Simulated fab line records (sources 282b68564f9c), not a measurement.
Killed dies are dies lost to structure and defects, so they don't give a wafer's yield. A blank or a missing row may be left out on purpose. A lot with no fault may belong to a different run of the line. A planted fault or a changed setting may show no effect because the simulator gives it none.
Which tool was responsible? ; flow rit_cmos ; route of 202 steps, sampled at 1 step: 14 lots, 42 wafers

WHAT THE GAUGES SHOWED, per wafer
The record lacks any reading of a measuring or inspecting step that a usual standard deviation could be used to judge.

EACH LOT AND THE TOOL THAT RAN IT (in order: tool; ch and the chambers of the sampled wafers; start)
lot;RIT_ACTIVE_OXIDATION_01
L975;furnace-02 ch 0, day 1 10:07
L977;furnace-03 ch 0, day 1 20:07
L979;furnace-01 ch 0, day 2 06:07
L981;furnace-01 ch 0, day 2 16:07
L982;furnace-01 ch 0, day 2 23:29
L983;furnace-03 ch 0, day 3 02:07
L984;furnace-03 ch 0, day 3 07:07
L986;furnace-01 ch 0, day 3 17:07
L992;furnace-02, day 4 23:07
L993;furnace-01, day 5 04:34
L995;furnace-03 ch 0, day 5 15:50
L996;furnace-03 ch 0, day 5 20:16
L997;furnace-01 ch 0, day 6 01:05
L998;furnace-02 ch 0, day 6 05:50
- RIT_ACTIVE_OXIDATION_01: target thk 46.8 nm, ox time 3360 s.

AS READ BY THE TOOLS THEMSELVES (means over the sampled wafers that have a number; for cases with no such wafer, the mark the record gives instead)
RIT_ACTIVE_OXIDATION_01.
lot;tool;ox_temp_c (C);ox_temp_c_max;zone_power_load_pct (%);zone_power_source_pct (%)
L975;furnace-02;1000.2;1004.9;42;32.7
L977;furnace-03;1000.2;1008.4;34;36.2
L979;furnace-01;1000.5;1005.5;30;39.2
L981;furnace-01;1000.2;1004.9;30;38.5
L982;furnace-01;1000.1;1004.9;30;38.7
L983;furnace-03;1000.2;1009.8;34;36.6
L984;furnace-03;999.7;1008.8;34;36.3
L986;furnace-01;999.7;1005.1;30;38.8
L992;furnace-02;-;-;-;-
L993;furnace-01;-;-;-;-
L995;furnace-03;1000.2;1008.6;33;36.4
L996;furnace-03;1000.2;1009.5;34;36.3
L997;furnace-01;1000.0;1004.9;30;39.0
L998;furnace-02;999.8;1004.4;42;32.6

THE ANSWER, worked out from the rows above alone
Rule: usual is defined by the lots themselves. Put in order of their means at a reading, lots are off if they are a third of the lots or fewer, leave a main group of 4 or more, and stand apart from it by a gap of 3 or more times the standard deviation of the main group's means; of several such gaps the widest counts. The tables above print the reading to a certain number of digits; a main group whose means all agree to those digits is not used. Also off: a lot with no number at a reading for which 4 or more lots have one. All remaining lots with rows at the step are treated as sound. The gauges are gone through in route order, then the tools' own readings, and for those a lot's mean is taken as printed above. At the first step where some lot is off, the reading lying furthest off is the one used; lots without a number count as furthest.
Off, at RIT_ACTIVE_OXIDATION_01 on ox_temp_c: L992, L993. Without a number there: L992, L993. Mean 1000.1 C and standard deviation 0.23 in the main group.
If a tool, at that step or one of the process steps before it, ran each lot that is off and ran no sound lot following the first of them, it fits. No candidate that was tried fits.

WHAT THE SIMULATOR HAD INSERTED
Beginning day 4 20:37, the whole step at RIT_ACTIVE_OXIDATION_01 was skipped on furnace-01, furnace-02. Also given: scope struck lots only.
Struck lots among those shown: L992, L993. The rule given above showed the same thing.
